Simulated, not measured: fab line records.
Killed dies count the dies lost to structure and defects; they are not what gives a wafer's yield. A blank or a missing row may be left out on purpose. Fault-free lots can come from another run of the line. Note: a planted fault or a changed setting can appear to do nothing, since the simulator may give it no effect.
Comparing a struck lot with a sound one | flow ritCmos | 39 out of 202 route steps
Sound: the wafers L723.2, L723.3, L723.5. Wafers struck: L728.1, L728.2, L728.3. The cause is given at the end.
For every step that has rows: the tool of each side, followed by ch and its chambers, followed by its first start. Under that, the readings that differ: sound wafers | struck wafers | difference of the means | sigmas: that difference in standard deviations of wafers without a fault.
alike: readings with means less than 2 such deviations apart, plus words and numbers identical on both sides. not compared: withheld readings, readings lacking a value on some wafer, bounds such as >300 that could conceal the same value, and numbers that have no deviation in the record and whose values overlap.
The two part at a step that has a row with sigmas, a row that says differs or no value, or rows on one side only. Non-overlapping numbers with no deviation appear without sigmas and do not part them. Lack of a reading on every wafer of one side parts them only where that side has two or more wafers.

first, 3 steps without rows for these wafers: RIT_GATE_EXPOSE_13 (exposes mask M6, target cd 150 nm); RIT_GATE_PEB_14; RIT_GATE_DEVELOP_15 (develop time 50 s).
RIT_GATE_CD_MEAS_16 targets a cd of 150 nm.
  sound on cdSem-02 at day 3 05:18; struck on cdSem-02 at day 4 13:18
  alike: cdNm
RIT_GATE_OVL_MEAS_17:
  sound on overlay-02 at day 3 05:24; struck on overlay-02 at day 4 13:25
  alike: GATE_OVL
then, 1 step without rows for these wafers: RIT_GATE_HARDBAKE_18 (time 60 s).
RIT_GATE_ETCH_19: etches poly-Si in SF6/CHF3/O2, stops on SiO2, time 165 s, target depth 312.5 nm.
  sound on rieSi-01 ch 0,2,3, day 3 05:35; struck on rieSi-02 ch 0,2,3, day 4 13:36
  alike: drypumpMotorCurrentA, oesProductAu, throttleValvePct
  not compared: rfHoursCounterH
RIT_GATE_STRIP_20: strips in O2, time 180 s.
  sound on plasmaAsher-04 ch 0,1, day 3 05:41; struck on plasmaAsher-04 ch 0,1, day 4 13:43
  alike: drypumpMotorCurrentA
  not compared: rfHoursCounterH
RIT_GATE_CD_MEAS_90 targets a cd of 150 nm.
  sound on cdSem-01 at day 3 05:53; struck on cdSem-01 at day 4 13:53
  alike: cdNm
then, 3 steps without rows for these wafers: RIT_REOX_CLEAN_00 (cleans in SC1, time 600 s); RIT_REOX_CLEAN_01 (cleans in dHF, time 30 s); RIT_REOX_CLEAN_02 (cleans in SC2, time 600 s).
RIT_REOX_OXIDATION_03: target thk 25.2 nm, ox time 5580 s.
  sound on furnace-03 ch 0, day 3 07:28; struck on furnace-03 ch 0, day 4 18:14
  alike: tube_center_temp_C_max
RIT_REOX_THK_MEAS_04:
  sound on filmMetro-02 at day 3 10:01; struck on filmMetro-02 at day 4 20:47
reading             | sound          | struck         | difference | sigmas
REOX_OXIDE_THK (nm) | 25.7 25.1 25.5 | 40.8 41.0 41.2 | +15.6      | +34
then, 6 steps without rows for these wafers: RIT_NLDD_HMDS_00 (prime time 60 s); RIT_NLDD_COAT_01 (resist thk 1000 nm); RIT_NLDD_SOFTBAKE_02 (time 60 s); RIT_NLDD_EXPOSE_03 (exposes mask M7, target cd 40700 nm); RIT_NLDD_PEB_04; RIT_NLDD_DEVELOP_05 (develop time 50 s).
RIT_NLDD_OVL_MEAS_06:
  sound on overlay-02 at day 3 10:56; struck on overlay-01 at day 4 22:01
reading       | sound          | struck      | difference | sigmas
NLDD_OVL (nm) | -1.8 -2.0 -0.6 | 2.7 3.5 3.2 | +4.6       | +3
then, 2 steps without rows for these wafers: RIT_NLDD_HARDBAKE_07 (time 60 s); RIT_NLDD_IMPLANT_08.
RIT_NLDD_STRIP_09: strips in O2, time 180 s.
  sound on plasmaAsher-01 ch 0, day 3 11:16; struck on plasmaAsher-01 ch 0,1, day 4 22:32
  alike: drypumpMotorCurrentA
  not compared: rfHoursCounterH
RIT_NLDD_TW_MEAS_10:
  sound on filmMetro-03 at day 3 11:26; struck on filmMetro-04 at day 4 22:43
  alike: NLDD_TW
then, 6 steps without rows for these wafers: RIT_PLDD_HMDS_00 (prime time 60 s); RIT_PLDD_COAT_01 (resist thk 1000 nm); RIT_PLDD_SOFTBAKE_02 (time 60 s); RIT_PLDD_EXPOSE_03 (exposes mask M8, target cd 40900 nm); RIT_PLDD_PEB_04; RIT_PLDD_DEVELOP_05 (develop time 50 s).
RIT_PLDD_OVL_MEAS_06:
  sound on overlay-02 at day 3 12:21; struck on overlay-01 at day 5 00:10
reading       | sound       | struck         | difference | sigmas
PLDD_OVL (nm) | 0.2 2.1 1.8 | -4.3 -1.6 -4.2 | -4.7       | -3
then, 2 steps without rows for these wafers: RIT_PLDD_HARDBAKE_07 (time 60 s); RIT_PLDD_IMPLANT_08.
RIT_PLDD_STRIP_09: strips in O2, time 180 s.
  sound on plasmaAsher-01 ch 0,1, day 3 12:41; struck on plasmaAsher-04 ch 0,1, day 5 00:42
  alike: drypumpMotorCurrentA
  not compared: rfHoursCounterH
RIT_PLDD_TW_MEAS_10:
  sound on filmMetro-04 at day 3 12:52; struck on filmMetro-01 at day 5 00:53
  alike: PLDD_TW
RIT_SPACER_CLEAN_00: cleans in SC1, time 600 s.
  sound on wetBench-04 ch 2, day 3 12:55; struck on wetBench-04 ch 1, day 5 01:14
reading                                    | sound             | struck           | difference | sigmas
model.SiO2_of_REOX_OXIDATION_03.thkNm (nm) | 23.72 23.17 23.59 | 37.64 37.7 38.03 | +14.30     | 
then, 1 step without rows for these wafers: RIT_SPACER_CLEAN_01 (cleans in dHF, time 30 s).
RIT_M1_PROBE_99:
  sound on prober-02 at day 4 02:15; struck on prober-02 at day 5 17:13
  alike: killedAtFrontEnd, killedDies, killedOpen, killedShort

WHERE THEY PART
At RIT_REOX_THK_MEAS_04 first; at RIT_PLDD_OVL_MEAS_06 last (within this record only). Later steps at which nothing parts them and some readings are alike: RIT_PLDD_STRIP_09, RIT_PLDD_TW_MEAS_10, RIT_M1_PROBE_99.

WHY: what the simulator had put in
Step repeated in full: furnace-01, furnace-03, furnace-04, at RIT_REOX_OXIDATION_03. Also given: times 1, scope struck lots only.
